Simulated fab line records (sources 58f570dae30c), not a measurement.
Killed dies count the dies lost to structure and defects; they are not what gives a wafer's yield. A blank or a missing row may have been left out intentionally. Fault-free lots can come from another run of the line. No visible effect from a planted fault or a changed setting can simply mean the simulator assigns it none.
Code-filled problem report in 8D (eight disciplines) form | flow berkeley-cmos170 | the parts of the form that need people (team, actions taken, sign-off) are left out

== 1. THE PROBLEM ==
Mean of oes-product-au at UCB170_M1_ETCH_11: 1.292 a.u. across 6 wafers in 2 lots; on wafers with no fault it is 0.998 a.u. (standard deviation 0.015). Measured from the usual mean, that is +20 standard deviations.
The step: etches BARC in N2/H2.
Seen first at day 12 09:53 on rie-diel-04, wafer L102.3. The record holds 18 wafers of 6 lots with a number at this step. The rule behind "out" and "out of limits": a value lying over 4 standard deviations away from the usual mean. The other wafers with a number count as sound.

== 2. WHAT IT IS; WHAT IT IS NOT ==
question                    | is                     | is not
which readings at this step | oes-product-au         | drypump-motor-current-A, n2-flow-sccm, throttle-valve-pct
which lots                  | L102, L107             | L101, L108, L987, L989
which wafers of those lots  | all that have a number | -
read on which tools         | rie-diel-04            | rie-diel-01, rie-diel-02
when                        | from day 12 09:53      | up to then (6 sound wafers); but 6 sound wafers of L101, L108 came after

== 3. WHAT RULES OUT EACH SUSPECT ==
Counting: a tool stays on the suspect list if, at a process step up to the reading, it processed all lots that are out and no sound lot following the first of them.
- rie-diel-04 at UCB170_M1_ETCH_11 (etches BARC in N2/H2): kept. It ran every lot that is out, first L102 (day 12 09:53), and no sound lot after that; its last sound lot up to then is L987 (day 8 15:56). Its own oes-product-au readings are out on those wafers.
Remaining after the count: rie-diel-04 at UCB170_M1_ETCH_11.

== 4. THE CAUSE (what the simulator had put in) ==
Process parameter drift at UCB170_M1_ETCH_11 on rie-diel-04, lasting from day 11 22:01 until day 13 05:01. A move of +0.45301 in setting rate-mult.
Counting left only this tool.

== 5. THE EFFECT CHAIN, in route order ==
One row per reading whose mean, taken over the struck wafers that have a number, lies over 3 standard deviations from the usual. Scope: only readings with a usual standard deviation given in the record; hours: median across lots of the time from each lot's start at the first step in this table that gives one to its start at this step; sigmas: change in usual standard deviations.
hours | step              | reading        | usual      | on struck wafers | change | sigmas
0     | UCB170_M1_ETCH_11 | oes-product-au | 0.998 a.u. | 1.292            | +0.294 | +20
Its process steps:
- UCB170_M1_ETCH_11: etches BARC in N2/H2.

== 6. WHAT WOULD HAVE CAUGHT IT SOONER ==
In this record the first reading out of limits was taken at day 12 09:53, 12 hours after the fault began at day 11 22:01.
